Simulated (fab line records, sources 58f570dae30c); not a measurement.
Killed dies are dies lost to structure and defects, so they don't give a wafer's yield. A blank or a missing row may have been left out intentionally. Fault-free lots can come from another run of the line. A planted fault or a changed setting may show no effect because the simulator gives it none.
Chamber matching	flow berkeley cmos170	UCB170_V2_CMP_02 on cmp-01 has 4 sister chambers
The step polishes SiO2. 18 wafers are shown with their chamber, then 9 later ones without.

== WAFERS WITH THEIR CHAMBER ==
wafer	chamber	motor current A (A)
L893.3	1	15.6
L893.4	0	18.9
L893.6	2	17.8
L894.1	1	14.9
L894.2	3	13.1
L894.6	0	19.0
L897.3	3	12.6
L897.4	1	15.3
L897.6	3	13.7
L896.1	1	14.6
L896.5	0	19.2
L896.6	3	13.4
L895.1	2	17.6
L895.2	1	14.1
L895.4	0	19.3
L898.1	2	17.6
L898.4	1	14.8
L898.6	0	20.1

SIGNATURES, as means of the wafers listed above
reading	chamber 0	chamber 1	chamber 2	chamber 3	scatter within a chamber
motor current A	19.300	14.883	17.667	13.200	0.461
Rule: a wafer lies at a distance from a chamber equal to the root of the sum of squares, over the readings, of (its reading less the chamber's mean, divided by the reading's scatter). The wafer belongs to the nearest chamber; if the next one is less than 2 further off, it can't be placed. The scatter is the square root of a quotient: the sum, over the shown wafers, of each reading's squared deviation from its chamber's mean, divided by wafers minus chambers.

== WAFERS WITH NO CHAMBER GIVEN ==
wafer	motor current A (A)
L901.1	19.6
L901.4	13.0
L901.6	19.6
L903.1	18.7
L903.2	17.5
L903.4	14.2
L912.2	19.1
L912.3	17.6
L912.5	13.4

== WHICH CHAMBER EACH ONE RAN IN ==
wafer	from the rows above	in truth
L901.1	0	0
L901.4	3	3
L901.6	0	0
L903.1	can't be placed: 0 or 2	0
L903.2	2	2
L903.4	can't be placed: 1 or 3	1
L912.2	0	0
L912.3	2	2
L912.5	3	3
Correctly placed: 7 of 9. From these rows, 2 cannot be placed; in 2 the true chamber is one of the candidates. Wrongly placed: 0.
